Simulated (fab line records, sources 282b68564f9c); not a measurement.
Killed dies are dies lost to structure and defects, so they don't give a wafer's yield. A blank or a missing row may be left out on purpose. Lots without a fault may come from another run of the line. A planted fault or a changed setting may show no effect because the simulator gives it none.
fab line records | flow rit_cmos
record lots=7 wafers=21 last_day=7
route steps=202 shown GATE@92 REOX@98 NLDD@103 PLDD@114 SPACER@125 NSD@131 PSD@152 M1@202
lots that met no fault: from a run of the same line without faults
start_h: hours from the record's first day to the start of the lot's first wafer shown | wait_h: hours since the lot's step before | " the same as in the row above | L1.1+2: a row that stands for several wafers | - no value, or no start given | * or withheld: withheld | < > ~ a bound
route shown NAME@n: a module of which the file shows steps, and the number in the route of the first | usual: mean/standard deviation of fault-free wafers | same: alike in all rows | chamber/n: place in a boat | sites: the reading at each site | _std_site: their standard deviation | _edge_site: outer sites' mean less inner sites' | radius_mm: how far each site lies from the wafer's centre | mask NAME#n: copy n | behind: the tool/chamber that last shaped the wafer | hold: why the lot was held/for how many hours/how that ended | device: the transistor (n, p or np) that didn't switch | end of line: the same wafers' tests at the end of the route | a step without rows: its recipe alone | killed: dies lost to structure and defects at the first sort, not the wafer's yield | map: a wafer's dies, x killed, . not, _ none there
set.NAME: the setting as run; set.NAME@STEP: as run at that earlier step | model.NAME: the simulator's own value behind a step, which no gauge read
lots at some steps of the route; a table a step, a row a wafer
services: from which hour (start_h, from the record's first day; less than 0 if before it) a tool's chamber was out of use, for how many hours, and why
## steps
# step RIT_GATE_CD_MEAS_16
# recipe target_cd_nm=150
# usual cd_nm=149.8/2.4
# columns lot.wafer tool chamber start_h wait_h cd_nm
L550.1 cd_sem-01 - 89.02 - 151.9
L550.5 " - " " 151.9
L550.6 " - " " 151.4
L552.1 cd_sem-01 - 97.45 - 149.0
L552.3 " - " " 150.2
L552.6 " - " " 151.3
L553.1 cd_sem-01 - 102.92 - 151.4
L553.5 " - " " 154.6
L553.6 " - " " 150.8
L554.1 cd_sem-02 - 111.39 - 148.6
L554.4 " - " " 149.3
L554.5 " - " " 148.0
L560.1 cd_sem-02 - 139.89 - 149.7
L560.3 " - " " 149.5
L560.6 " - " " 150.6
L561.3 cd_sem-01 - 143.37 - 149.9
L561.5 " - " " 152.7
L561.6 " - " " 152.8
L562.1 cd_sem-01 - 148.40 - 151.9
L562.3 " - " " 150.4
L562.6 " - " " 152.4
# step RIT_GATE_OVL_MEAS_17
# usual GATE_OVL=0.6/1.5
# columns lot.wafer tool chamber start_h wait_h GATE_OVL[nm]
L550.1 overlay-02 - 89.14 0.1 -0.6
L550.5 " - " " -1.6
L550.6 " - " " 0.3
L552.1 overlay-02 - 97.57 0.1 3.5
L552.3 " - " " 0.6
L552.6 " - " " 0.2
L553.1 overlay-02 - 103.04 0.1 -0.5
L553.5 " - " " -0.1
L553.6 " - " " -1.6
L554.1 overlay-01 - 111.51 0.1 1.8
L554.4 " - " " 2.6
L554.5 " - " " 3.1
L560.1 overlay-01 - 140.01 0.1 1.5
L560.3 " - " " 0.0
L560.6 " - " " 1.9
L561.3 overlay-02 - 143.46 0.1 -0.4
L561.5 " - " " -1.6
L561.6 " - " " -2.7
L562.1 overlay-01 - 148.52 0.1 3.0
L562.3 " - " " 0.2
L562.6 " - " " -0.4
# step RIT_GATE_HARDBAKE_18
# recipe resist=NOVOLAK temp_c=140 time_s=60
# step RIT_GATE_ETCH_19
# recipe chemistry=SF6/CHF3/O2 time_s=165 SF6_flow_sccm=30 CHF3_flow_sccm=30 O2_flow_sccm=5 target=poly-Si pressure_mtorr=40 rf_w=160 target_depth_a=3125 over_etch_frac=0.25 stop_on=SiO2
# usual SF6_flow_sccm=30.00/0.089 drypump_motor_current_A=5.9/0.46 oes_product_au=0.851/0.015 throttle_valve_pct=10.24/0.077
# same over_etch_frac=0.25 time_s=165
# columns lot.wafer tool chamber start_h wait_h SF6_flow_sccm drypump_motor_current_A oes_product_au rf_hours_counter_h throttle_valve_pct
L550.1 rie_si-02 0 89.32 0.1 30.11 6.6 0.854 0 10.27
L550.5 " 2 " " 29.94 6.2 0.849 - 10.20
L550.6 " 1 " " 29.89 5.9 0.873 - 10.19
L552.1 rie_si-02 2 97.76 0.1 29.98 6.2 0.843 109 10.21
L552.3 " 3 " " 29.96 5.6 0.872 2 10.18
L552.6 " 0 " " 30.14 6.6 0.842 - 10.28
L553.1 rie_si-01 0 103.22 0.1 29.94 5.2 0.855 87 10.24
L553.5 " 0 " " 29.91 5.2 0.854 - 10.24
L553.6 " 1 " " 30.13 5.9 0.849 - 10.28
L554.1 rie_si-02 1 111.70 0.1 29.91 5.9 0.876 41 10.20
L554.4 " 0 " " 30.01 6.6 0.863 0 10.27
L554.5 " 1 " " 30.09 5.9 0.877 - 10.18
L560.1 rie_si-02 2 140.20 0.1 30.05 6.2 0.851 109 10.21
L560.3 " 0 " " 30.07 6.7 0.850 1 10.28
L560.6 " 0 " " 30.05 6.6 0.861 - 10.28
L561.3 rie_si-01 0 143.63 0.1 30.10 5.2 0.850 88 10.25
L561.5 " 3 " " 30.03 6.6 0.840 - 10.42
L561.6 " 0 " " 29.99 5.2 0.847 - 10.26
L562.1 rie_si-02 1 148.77 0.1 29.92 5.9 0.868 41 10.20
L562.3 " 0 " " 30.02 6.6 0.846 1 10.27
L562.6 " 3 " " 30.16 5.6 0.858 - 10.17
# step RIT_GATE_STRIP_20
# recipe chemistry=O2 time_s=180 resist=NOVOLAK platen_temp_c=withheld power_w=500 pressure_mtorr=4000 o2_flow_sccm=4000
# usual drypump_motor_current_A=5.4/0.44
# same time_s=180
# columns lot.wafer tool chamber start_h wait_h drypump_motor_current_A rf_hours_counter_h
L550.1 plasma_asher-01 1 89.43 0.1 4.8 42
L550.5 " 1 " " 4.7 -
L550.6 " 0 " " 5.8 -
L552.1 plasma_asher-01 0 97.87 0.1 5.8 43
L552.3 " 1 " " 4.8 -
L552.6 " 0 " " 5.8 -
L553.1 plasma_asher-01 0 103.33 0.1 5.8 43
L553.5 " 0 " " 5.8 -
L553.6 " 1 " " 4.8 -
L554.1 plasma_asher-02 0 111.80 0.1 5.3 34
L554.4 " 1 " " 5.1 -
L554.5 " 0 " " 5.2 -
L560.1 plasma_asher-04 0 140.30 0.1 5.3 50
L560.3 " 1 " " 6.1 -
L560.6 " 0 " " 5.3 -
L561.3 plasma_asher-02 1 143.80 0.1 5.1 -
L561.5 " 0 " " 5.3 -
L561.6 " 1 " " 5.1 -
L562.1 plasma_asher-01 1 148.88 0.1 4.7 48
L562.3 " 0 " " 5.8 -
L562.6 " 0 " " 5.8 -
# step RIT_GATE_CD_MEAS_90
# recipe target_cd_nm=150
# usual cd_nm=149.8/2.4
# columns lot.wafer tool chamber start_h wait_h cd_nm
L550.1 cd_sem-02 - 89.61 0.1 152.0
L550.5 " - " " 152.3
L550.6 " - " " 151.6
L552.1 cd_sem-02 - 98.04 0.1 149.2
L552.3 " - " " 150.3
L552.6 " - " " 151.3
L553.1 cd_sem-02 - 103.50 0.1 150.8
L553.5 " - " " 154.0
L553.6 " - " " 151.0
L554.1 cd_sem-02 - 111.98 0.1 149.0
L554.4 " - " " 149.2
L554.5 " - " " 147.8
L560.1 cd_sem-02 - 140.48 0.1 149.6
L560.3 " - " " 149.5
L560.6 " - " " 150.7
L561.3 cd_sem-02 - 143.96 0.1 150.2
L561.5 " - " " 153.2
L561.6 " - " " 153.0
L562.1 cd_sem-01 - 149.06 0.1 151.7
L562.3 " - " " 150.0
L562.6 " - " " 152.3
# step RIT_REOX_CLEAN_00
# recipe chemistry=SC1 mix=3:3:50 time_s=600 temp_c=75
# step RIT_REOX_CLEAN_01
# recipe chemistry=dHF dilution=50:1 time_s=30
# step RIT_REOX_CLEAN_02
# recipe chemistry=SC2 mix=3:3:50 time_s=600 temp_c=75 dry=n2_spin
# step RIT_REOX_OXIDATION_03
# recipe temp_c=900 ambient=O2 target_thk_a=252 ox_time_s=5580
# step RIT_REOX_THK_MEAS_04
# recipe reads=SiO2_of_REOX_OXIDATION_03
# usual REOX_OXIDE_THK=25.2/0.37
# columns lot.wafer tool chamber start_h wait_h REOX_OXIDE_THK[nm]
L550.1 film_metro-01 - 93.22 0.0 25.8
L550.5 " - " " 25.2
L550.6 " - " " 25.5
L552.1 film_metro-02 - 102.15 0.0 25.1
L552.3 " - " " 25.1
L552.6 " - " " 25.1
L553.1 film_metro-01 - 108.55 0.0 26.1
L553.5 " - " " 25.7
L553.6 " - " " 25.8
L554.1 film_metro-01 - 115.05 0.0 25.6
L554.4 " - " " 25.0
L554.5 " - " " 25.3
L560.1 film_metro-01 - 145.48 0.0 24.9
L560.3 " - " " 24.8
L560.6 " - " " 25.0
L561.3 film_metro-01 - 148.05 0.0 25.0
L561.5 " - " " 25.1
L561.6 " - " " 25.2
L562.1 film_metro-01 - 152.09 0.0 25.4
L562.3 " - " " 25.3
L562.6 " - " " 25.5
# step RIT_NLDD_HMDS_00
# recipe prime_time_s=60 prime_temp_c=140
# step RIT_NLDD_COAT_01
# recipe resist=NOVOLAK spin_rpm=3250 resist_thk_nm=1000
# usual chill_plate_temp_C=23.00/0.12 dispense_pressure_kPa=49/5.3
# columns lot.wafer tool chamber start_h wait_h chill_plate_temp_C dispense_pressure_kPa
L550.1 litho_track-03 0 93.43 0.1 23.07 50
L550.5 " 0 " " 22.99 50
L550.6 " 0 " " 23.01 50
L552.1 litho_track-01 - 102.41 0.1 - -
L552.3 " - " " - -
L552.6 " - " " - -
L553.1 litho_track-04 - 108.76 0.1 - -
L553.5 " - " " - -
L553.6 " - " " - -
L554.1 litho_track-04 - 115.26 0.1 - -
L554.4 " - " " - -
L554.5 " - " " - -
L560.1 litho_track-04 0 145.69 0.1 23.14 43
L560.3 " 0 " " 23.01 43
L560.6 " 0 " " 23.13 43
L561.3 litho_track-03 0 148.41 0.1 23.05 50
L561.5 " 0 " " 23.02 50
L561.6 " 0 " " 23.09 50
L562.1 litho_track-04 0 152.30 0.1 23.11 43
L562.3 " 0 " " 22.95 43
L562.6 " 0 " " 23.00 43
# step RIT_NLDD_SOFTBAKE_02
# recipe resist=NOVOLAK temp_c=90 time_s=60
# step RIT_NLDD_EXPOSE_03
# recipe mask_id=M7 na=0.57 target_cd_nm=40700 dose_mj=250
# step RIT_NLDD_PEB_04
# recipe resist=NOVOLAK temp_c=withheld time_s=withheld
# step RIT_NLDD_DEVELOP_05
# recipe resist=NOVOLAK develop_time_s=50 dev_temp_c=23
# step RIT_NLDD_OVL_MEAS_06
# usual NLDD_OVL=-0.7/1.5
# columns lot.wafer tool chamber start_h wait_h NLDD_OVL[nm]
L550.1 overlay-02 - 94.26 - 0.3
L550.5 " - " " -1.4
L550.6 " - " " -0.9
L552.1 overlay-01 - 103.23 - -
L552.3 " - " " -
L552.6 " - " " -
L553.1 overlay-02 - 109.64 - -
L553.5 " - " " -
L553.6 " - " " -
L554.1 overlay-02 - 116.09 - -
L554.4 " - " " -
L554.5 " - " " -
L560.1 overlay-02 - 146.52 - 1.3
L560.3 " - " " -1.1
L560.6 " - " " -2.3
L561.3 overlay-02 - 149.20 - -1.1
L561.5 " - " " 0.3
L561.6 " - " " -2.6
L562.1 overlay-01 - 153.00 - 1.4
L562.3 " - " " -1.8
L562.6 " - " " -0.9
# step RIT_NLDD_HARDBAKE_07
# recipe resist=NOVOLAK temp_c=140 time_s=60
# step RIT_NLDD_IMPLANT_08
# recipe species=P energy_kev=20 dose_cm2=5e+14 tilt_deg=7
# step RIT_NLDD_STRIP_09
# recipe chemistry=O2 time_s=180 resist=NOVOLAK platen_temp_c=withheld power_w=500 pressure_mtorr=4000 o2_flow_sccm=4000
# usual drypump_motor_current_A=5.5/0.4
# same time_s=180
# columns lot.wafer tool chamber start_h wait_h drypump_motor_current_A rf_hours_counter_h
L550.1 plasma_asher-03 0 94.76 0.1 5.3 47
L550.5 " 1 " " 6.1 -
L550.6 " 0 " " 5.3 -
L552.1 plasma_asher-03 1 103.57 0.1 6.1 48
L552.3 " 0 " " 5.3 -
L552.6 " 1 " " 6.0 -
L553.1 plasma_asher-02 0 109.98 0.1 5.3 33
L553.5 " 0 " " 5.3 -
L553.6 " 1 " " 5.1 -
L554.1 plasma_asher-02 1 116.42 0.1 5.1 34
L554.4 " 1 " " 5.1 -
L554.5 " 1 " " 5.1 -
L560.1 plasma_asher-02 1 146.85 0.1 5.1 37
L560.3 " 1 " " 5.1 -
L560.6 " 1 " " 5.1 -
L561.3 plasma_asher-03 1 149.58 0.1 6.1 -
L561.5 " 0 " " 5.3 -
L561.6 " 1 " " 6.1 -
L562.1 plasma_asher-03 0 153.34 0.1 5.3 3
L562.3 " 0 " " 5.3 -
L562.6 " 0 " " 5.2 -
# step RIT_NLDD_TW_MEAS_10
# usual NLDD_TW=2490/9.7
# columns lot.wafer tool chamber start_h wait_h NLDD_TW
L550.1 film_metro-02 - 94.93 0.1 2498
L550.5 " - " " 2478
L550.6 " - " " 2494
L552.1 film_metro-03 - 103.74 0.1 2467
L552.3 " - " " 2472
L552.6 " - " " 2492
L553.1 film_metro-01 - 110.16 0.1 2483
L553.5 " - " " 2488
L553.6 " - " " 2480
L554.1 film_metro-01 - 116.60 0.1 2483
L554.4 " - " " 2488
L554.5 " - " " 2497
L560.1 film_metro-03 - 147.03 0.1 2484
L560.3 " - " " 2493
L560.6 " - " " 2482
L561.3 film_metro-01 - 149.71 0.1 2497
L561.5 " - " " 2492
L561.6 " - " " 2493
L562.1 film_metro-02 - 153.51 0.1 2510
L562.3 " - " " 2503
L562.6 " - " " 2511
# step RIT_PLDD_HMDS_00
# recipe prime_time_s=60 prime_temp_c=140
# step RIT_PLDD_COAT_01
# recipe resist=NOVOLAK spin_rpm=3250 resist_thk_nm=1000
# step RIT_PLDD_SOFTBAKE_02
# recipe resist=NOVOLAK temp_c=90 time_s=60
# step RIT_PLDD_EXPOSE_03
# recipe mask_id=M8 na=0.57 target_cd_nm=40900 dose_mj=250
# step RIT_PLDD_PEB_04
# recipe resist=NOVOLAK temp_c=withheld time_s=withheld
# step RIT_PLDD_DEVELOP_05
# recipe resist=NOVOLAK develop_time_s=50 dev_temp_c=23
# step RIT_PLDD_OVL_MEAS_06
# usual PLDD_OVL=0.5/1.4
# columns lot.wafer tool chamber start_h wait_h PLDD_OVL[nm]
L550.1 overlay-02 - 95.97 - 3.9
L550.5 " - " " 3.2
L550.6 " - " " 0.5
L552.1 overlay-02 - 104.65 - -1.1
L552.3 " - " " -1.4
L552.6 " - " " -1.6
L553.1 overlay-02 - 111.20 - -1.0
L553.5 " - " " -2.2
L553.6 " - " " -0.5
L554.1 overlay-01 - 117.63 - 0.7
L554.4 " - " " 1.2
L554.5 " - " " 2.8
L560.1 overlay-02 - 148.21 - -1.3
L560.3 " - " " -2.3
L560.6 " - " " -2.3
L561.3 overlay-02 - 150.62 - 0.6
L561.5 " - " " 0.3
L561.6 " - " " -0.1
L562.1 overlay-01 - 154.43 - 1.1
L562.3 " - " " 0.4
L562.6 " - " " -0.2
# step RIT_PLDD_HARDBAKE_07
# recipe resist=NOVOLAK temp_c=140 time_s=60
# step RIT_PLDD_IMPLANT_08
# recipe species=BF2 energy_kev=20 dose_cm2=9e+14 tilt_deg=7
# step RIT_PLDD_STRIP_09
# recipe chemistry=O2 time_s=180 resist=NOVOLAK platen_temp_c=withheld power_w=500 pressure_mtorr=4000 o2_flow_sccm=4000
# usual drypump_motor_current_A=5.3/0.42
# same time_s=180
# columns lot.wafer tool chamber start_h wait_h drypump_motor_current_A rf_hours_counter_h
L550.1 plasma_asher-01 1 96.31 0.1 4.8 42
L550.5 " 1 " " 4.8 -
L550.6 " 0 " " 5.8 -
L552.1 plasma_asher-02 1 104.99 0.1 5.1 33
L552.3 " 1 " " 5.1 -
L552.6 " 0 " " 5.2 -
L553.1 plasma_asher-01 0 111.53 0.1 5.8 44
L553.5 " 1 " " 4.8 -
L553.6 " 0 " " 5.8 -
L554.1 plasma_asher-03 1 117.97 0.1 6.0 0
L554.4 " 0 " " 5.3 -
L554.5 " 0 " " 5.3 -
L560.1 plasma_asher-03 1 148.77 0.1 6.1 3
L560.3 " 1 " " 6.0 -
L560.6 " 0 " " 5.3 -
L561.3 plasma_asher-01 0 151.00 0.1 5.8 -
L561.5 " 0 " " 5.8 -
L561.6 " 1 " " 4.8 -
L562.1 plasma_asher-03 1 154.77 0.1 6.1 3
L562.3 " 0 " " 5.3 -
L562.6 " 1 " " 6.1 -
# step RIT_PLDD_TW_MEAS_10
# usual PLDD_TW=2346/8.6
# columns lot.wafer tool chamber start_h wait_h PLDD_TW
L550.1 film_metro-02 - 96.48 0.1 2336
L550.5 " - " " 2330
L550.6 " - " " 2351
L552.1 film_metro-01 - 105.17 0.1 2856
L552.3 " - " " 2878
L552.6 " - " " 2868
L553.1 film_metro-03 - 111.71 0.1 2854
L553.5 " - " " 2852
L553.6 " - " " 2852
L554.1 film_metro-02 - 118.14 0.1 2865
L554.4 " - " " 2855
L554.5 " - " " 2872
L560.1 film_metro-01 - 148.95 0.1 2357
L560.3 " - " " 2364
L560.6 " - " " 2347
L561.3 film_metro-01 - 151.14 0.1 2345
L561.5 " - " " 2346
L561.6 " - " " 2356
L562.1 film_metro-01 - 154.95 0.1 2352
L562.3 " - " " 2349
L562.6 " - " " 2343
# step RIT_SPACER_CLEAN_00
# recipe chemistry=SC1 mix=3:3:50 time_s=600 temp_c=75
# step RIT_SPACER_CLEAN_01
# recipe chemistry=dHF dilution=50:1 time_s=30
# step RIT_SPACER_CLEAN_02
# recipe chemistry=SC2 mix=3:3:50 time_s=600 temp_c=75 dry=n2_spin
# step RIT_SPACER_CVD_03
# recipe material=Si3N4 target_thk_nm=250 temp_c=810 precursor=SiH2Cl2/NH3 time_s=3300 pressure_mtorr=300 sih2cl2_flow_sccm=60 nh3_flow_sccm=150
# step RIT_SPACER_THK_MEAS_04
# recipe reads=Si3N4_of_SPACER_CVD_03
# usual SPACER_NITRIDE_THK=249.5/3
# columns lot.wafer tool chamber start_h wait_h SPACER_NITRIDE_THK[nm]
L550.1 film_metro-04 - 98.82 0.0 259.1
L550.5 " - " " 259.2
L550.6 " - " " 259.8
L552.1 film_metro-01 - 107.53 0.0 248.3
L552.3 " - " " 248.8
L552.6 " - " " 247.6
L553.1 film_metro-04 - 114.08 0.0 247.4
L553.5 " - " " 247.0
L553.6 " - " " 247.1
L554.1 film_metro-04 - 120.49 0.0 248.8
L554.4 " - " " 248.0
L554.5 " - " " 248.6
L560.1 film_metro-04 - 151.32 0.0 246.2
L560.3 " - " " 245.9
L560.6 " - " " 248.1
L561.3 film_metro-03 - 153.51 0.0 253.6
L561.5 " - " " 250.7
L561.6 " - " " 252.4
L562.1 film_metro-03 - 157.29 0.0 246.9
L562.3 " - " " 248.0
L562.6 " - " " 248.7
# step RIT_SPACER_ETCHBACK_05
# recipe target_depth_a=2500 SF6_flow_sccm=30 CHF3_flow_sccm=30 target=Si3N4 chemistry=SF6/CHF3 pressure_mtorr=40 rf_w=250 time_s=240 stop_on=SiO2
# usual SF6_flow_sccm=30.01/0.085 drypump_motor_current_A=5.5/0.43 oes_product_au=0.841/0.014 throttle_valve_pct=10.22/0.15
# same time_s=240
# columns lot.wafer tool chamber start_h wait_h SF6_flow_sccm drypump_motor_current_A oes_product_au rf_hours_counter_h throttle_valve_pct
L550.1 rie_diel-03 2 98.88 0.1 30.12 4.9 0.857 8 10.18
L550.5 " 3 " " 29.93 5.8 0.860 - 10.19
L550.6 " 2 " " 30.13 4.9 0.848 - 10.19
L552.1 rie_diel-03 1 107.59 0.1 30.03 5.5 0.842 34 10.37
L552.3 " 0 " " 29.97 5.6 0.845 120 10.02
L552.6 " 1 " " 30.13 5.5 0.840 - 10.36
L553.1 rie_diel-03 0 114.14 0.1 29.96 5.6 0.854 120 10.01
L553.5 " 2 " " 30.00 4.9 0.819 - 10.15
L553.6 " 3 " " 30.15 5.8 0.840 - 10.19
L554.1 rie_diel-03 0 120.55 0.1 29.93 5.5 0.860 120 10.01
L554.4 " 2 " " 29.96 4.9 0.832 8 10.17
L554.5 " 3 " " 29.90 5.8 0.848 - 10.19
L560.1 rie_diel-04 2 151.38 0.1 29.91 5.5 0.817 8 10.11
L560.3 " 0 " " 30.01 5.6 0.845 13 10.48
L560.6 " 2 " " 29.90 5.5 0.821 - 10.13
L561.3 rie_diel-03 3 153.55 0.0 30.07 5.8 0.849 128 10.20
L561.5 " 1 " " 30.02 5.5 0.842 - 10.37
L561.6 " 2 " " 30.19 4.9 0.840 - 10.18
L562.1 rie_diel-04 0 157.35 0.1 30.02 5.5 0.843 13 10.49
L562.3 " 1 " " 29.86 5.8 0.832 6 10.23
L562.6 " 3 " " 30.02 5.6 0.825 - 9.93
# step RIT_NSD_HMDS_00
# recipe prime_time_s=60 prime_temp_c=140
# step RIT_NSD_COAT_01
# recipe resist=NOVOLAK spin_rpm=3250 resist_thk_nm=1000
# step RIT_NSD_SOFTBAKE_02
# recipe resist=NOVOLAK temp_c=90 time_s=60
# step RIT_NSD_TW_MEAS_10
# usual NSD_TW=3120/12
# columns lot.wafer tool chamber start_h wait_h NSD_TW
L550.1 film_metro-01 - 100.39 0.1 3112
L550.5 " - " " 3100
L550.6 " - " " 3110
L552.1 film_metro-01 - 109.19 0.1 3330
L552.3 " - " " 3318
L552.6 " - " " 3311
L553.1 film_metro-01 - 115.78 0.1 3307
L553.5 " - " " 3296
L553.6 " - " " 3301
L554.1 film_metro-02 - 122.06 0.1 3308
L554.4 " - " " 3307
L554.5 " - " " 3312
L560.1 film_metro-01 - 152.90 0.1 3117
L560.3 " - " " 3116
L560.6 " - " " 3115
L561.3 film_metro-02 - 155.21 0.1 3126
L561.5 " - " " 3124
L561.6 " - " " 3142
L562.1 film_metro-03 - 158.86 0.1 3123
L562.3 " - " " 3128
L562.6 " - " " 3134
# step RIT_PSD_TW_MEAS_10
# usual PSD_TW=3428/15
# columns lot.wafer tool chamber start_h wait_h PSD_TW
L550.1 film_metro-02 - 101.82 0.1 3431
L550.5 " - " " 3430
L550.6 " - " " 3421
L552.1 film_metro-01 - 110.61 0.1 3472
L552.3 " - " " 3478
L552.6 " - " " 3482
L553.1 film_metro-02 - 117.33 0.1 3499
L553.5 " - " " 3484
L553.6 " - " " 3489
L554.1 film_metro-03 - 123.61 0.1 3462
L554.4 " - " " 3495
L554.5 " - " " 3505
L560.1 film_metro-03 - 154.50 0.1 3441
L560.3 " - " " 3443
L560.6 " - " " 3429
L561.3 film_metro-02 - 156.75 0.1 3435
L561.5 " - " " 3445
L561.6 " - " " 3450
L562.1 film_metro-01 - 160.41 0.1 3406
L562.3 " - " " 3408
L562.6 " - " " 3419
# step RIT_M1_PROBE_99
# usual killed_at_contacts=0.1/0.3 killed_at_front_end=7/3.3 killed_dies=7/3.3 killed_on_rim=2.2/1.4 killed_open=3.8/2.3 killed_short=3.5/2.1
# same gross_dies=264 killed_at_M0_to_M3=0 killed_at_M4_up=0 killed_at_back_side=0 killed_at_other=0
# columns lot.wafer tool chamber start_h wait_h killed_at_contacts killed_at_front_end killed_dies killed_on_rim killed_open killed_short
L550.1 prober-01 - 109.80 0.1 0 5 5 0 2 3
L550.5 prober-01 - 110.00 0.2 0 8 8 3 4 4
L550.6 prober-01 - 110.05 0.2 0 12 12 3 8 4
L552.1 prober-01 - 119.02 0.1 0 264 264 70 5 0
L552.3 prober-01 - 119.12 0.2 0 264 264 70 4 7
L552.6 prober-01 - 119.27 0.2 0 264 264 70 9 5
L553.1 prober-01 - 125.24 0.1 0 264 264 70 6 2
L553.5 prober-01 - 125.44 0.2 0 264 264 70 5 10
L553.6 prober-01 - 125.49 0.2 0 264 264 70 3 8
L554.1 prober-01 - 131.77 0.1 0 264 264 70 3 5
L554.4 prober-01 - 131.92 0.2 0 264 264 70 1 4
L554.5 prober-01 - 131.97 0.2 0 264 264 70 5 1
L562.1 prober-01 - 168.46 0.1 0 11 11 4 4 7
L562.3 prober-01 - 168.56 0.2 0 4 4 2 3 1
L562.6 prober-01 - 168.71 0.2 0 6 6 3 0 6
# killed by level:class
L550.1 REOX:geometric_particle:open=2 FOX1:geometric_particle:short=1 FOX2:geometric_particle:short=1 GATE:geometric_particle:short=1
L550.5 FOX2:geometric_particle:short=2 GATE:geometric_particle:open=2 ACTIVE:geometric_particle:open=1 FOX2:geometric_particle:open=1 REOX:geometric_particle:short=1 SILICIDE:geometric_particle:short=1
L550.6 FOX1:geometric_particle:open=3 REOX:geometric_particle:open=2 REOX:geometric_particle:short=2 ACTIVE:geometric_particle:open=1 FOX2:geometric_particle:short=1 GATE:geometric_particle:open=1 SPACER:geometric_particle:short=1 SPACER:geometric_particle:open=1
L552.1 NLDD:area_expose=259 GATE:geometric_particle:open=2 SPACER:geometric_particle:open=2 FOX2:geometric_particle:open=1
L552.3 NLDD:area_expose=253 FOX2:geometric_particle:short=4 GATE:geometric_particle:open=3 REOX:geometric_particle:short=2 FOX2:geometric_particle:open=1 SILICIDE:geometric_particle:short=1
L552.6 NLDD:area_expose=250 FOX1:geometric_particle:open=3 FOX2:geometric_particle:open=2 GATE:geometric_particle:short=2 GATE:geometric_particle:open=2 REOX:geometric_particle:short=2 SPACER:geometric_particle:open=2 FOX2:geometric_particle:short=1
L553.1 NLDD:area_expose=256 GATE:geometric_particle:open=3 FOX1:geometric_particle:open=1 FOX1:geometric_particle:short=1 REOX:geometric_particle:open=1 SPACER:geometric_particle:open=1 SPACER:geometric_particle:short=1
L553.5 NLDD:area_expose=249 REOX:geometric_particle:short=5 GATE:geometric_particle:open=3 FOX1:geometric_particle:short=2 GATE:geometric_particle:short=2 REOX:geometric_particle:open=1 SPACER:geometric_particle:short=1 SILICIDE:geometric_particle:open=1
L553.6 NLDD:area_expose=253 GATE:geometric_particle:short=4 REOX:geometric_particle:short=2 FOX1:geometric_particle:open=1 GATE:geometric_particle:open=1 SPACER:geometric_particle:short=1 SILICIDE:geometric_particle:open=1 SILICIDE:geometric_particle:short=1
L554.1 NLDD:area_expose=256 SPACER:geometric_particle:short=2 FOX1:geometric_particle:open=1 FOX1:geometric_particle:short=1 GATE:geometric_particle:short=1 GATE:geometric_particle:open=1 REOX:geometric_particle:short=1 SILICIDE:geometric_particle:open=1
L554.4 NLDD:area_expose=259 FOX2:geometric_particle:short=2 GATE:geometric_particle:open=1 REOX:geometric_particle:short=1 SPACER:geometric_particle:short=1
L554.5 NLDD:area_expose=258 GATE:geometric_particle:open=3 SPACER:geometric_particle:open=2 GATE:geometric_particle:short=1
L562.1 FOX1:geometric_particle:short=4 GATE:geometric_particle:open=4 GATE:geometric_particle:short=2 SILICIDE:geometric_particle:short=1
L562.3 GATE:geometric_particle:open=2 FOX1:geometric_particle:open=1 GATE:geometric_particle:short=1
L562.6 FOX1:geometric_particle:short=4 FOX2:geometric_particle:short=1 GATE:geometric_particle:short=1
# map L552.1 (x killed, . not)
________xxxxxxx_______
_____xxxxxxxxxxxxx____
____xxxxxxxxxxxxxxx___
___xxxxxxxxxxxxxxxxx__
__xxxxxxxxxxxxxxxxxxx_
__xxxxxxxxxxxxxxxxxxx_
_xxxxxxxxxxxxxxxxxxxxx
_xxxxxxxxxxxxxxxxxxxxx
_xxxxxxxxxxxxxxxxxxxxx
_xxxxxxxxxxxxxxxxxxxxx
__xxxxxxxxxxxxxxxxxxx_
__xxxxxxxxxxxxxxxxxxx_
___xxxxxxxxxxxxxxxxx__
____xxxxxxxxxxxxxxx___
_____xxxxxxxxxxxxx____
________xxxxxxx_______
# map L553.1 (x killed, . not)
________xxxxxxx_______
_____xxxxxxxxxxxxx____
____xxxxxxxxxxxxxxx___
___xxxxxxxxxxxxxxxxx__
__xxxxxxxxxxxxxxxxxxx_
__xxxxxxxxxxxxxxxxxxx_
_xxxxxxxxxxxxxxxxxxxxx
_xxxxxxxxxxxxxxxxxxxxx
_xxxxxxxxxxxxxxxxxxxxx
_xxxxxxxxxxxxxxxxxxxxx
__xxxxxxxxxxxxxxxxxxx_
__xxxxxxxxxxxxxxxxxxx_
___xxxxxxxxxxxxxxxxx__
____xxxxxxxxxxxxxxx___
_____xxxxxxxxxxxxx____
________xxxxxxx_______
## services
# columns tool chamber start_h hours kind
rie_si-02 2 77.92 3.8 repair
rie_diel-04 3 86.84 2.3 repair
plasma_asher-03 - 86.96 2.8 repair
plasma_asher-03 - 108.75 9.0 pm
plasma_asher-03 0 108.75 9.0 vent_cycle
plasma_asher-03 1 108.75 9.0 vent_cycle
rie_si-01 2 109.78 12.4 repair
plasma_asher-03 0 117.75 - clean
plasma_asher-03 1 117.75 - clean
rie_diel-04 0 125.20 9.8 repair
rie_diel-04 - 128.07 13.8 repair
rie_diel-04 3 129.12 3.5 repair
rie_diel-03 3 131.54 16.4 repair
plasma_asher-04 - 136.28 2.8 pm
plasma_asher-02 - 153.39 1.0 repair
rie_diel-03 2 157.16 2.7 repair
rie_diel-04 2 157.16 4.5 repair
## key
first_sign step=RIT_NLDD_COAT_01 reading=tool_record direction=missing
effect step=RIT_NLDD_OVL_MEAS_06 reading=NLDD_OVL direction=missing
effect step=RIT_PLDD_TW_MEAS_10 reading=PLDD_TW direction=up sigmas=60 usual=2346 struck=2861
effect step=RIT_NSD_TW_MEAS_10 reading=NSD_TW direction=up sigmas=16 usual=3120 struck=3310
effect step=RIT_PSD_TW_MEAS_10 reading=PSD_TW direction=up sigmas=3.8 usual=3428 struck=3485
effect step=RIT_M1_PROBE_99 reading=killed_at_front_end direction=up sigmas=78 usual=7 struck=264
more_kills_born_at RIT_NLDD_EXPOSE_03@iline_stepper-01=1535 RIT_NLDD_EXPOSE_03@iline_stepper-02=758
met_at RIT_NLDD_COAT_01
struck_wafers L552.1,L552.3,L552.6,L553.1,L553.5,L553.6,L554.1,L554.4,L554.5
tester_left_out L552,L553,L554
fault kind=skipped_step_whole tool=litho_track-01,litho_track-04 chamber=- onset_h=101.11 steps=RIT_NLDD_COAT_01 scope=struck_lots_only
# tester_left_out: of these lots the tester's yield and bins aren't shown, on N5 and GAA mostly nor the transistor test; their killed dies are dies lost to structure and defects alone, not to doping, threshold or leakage, so they don't give the yield
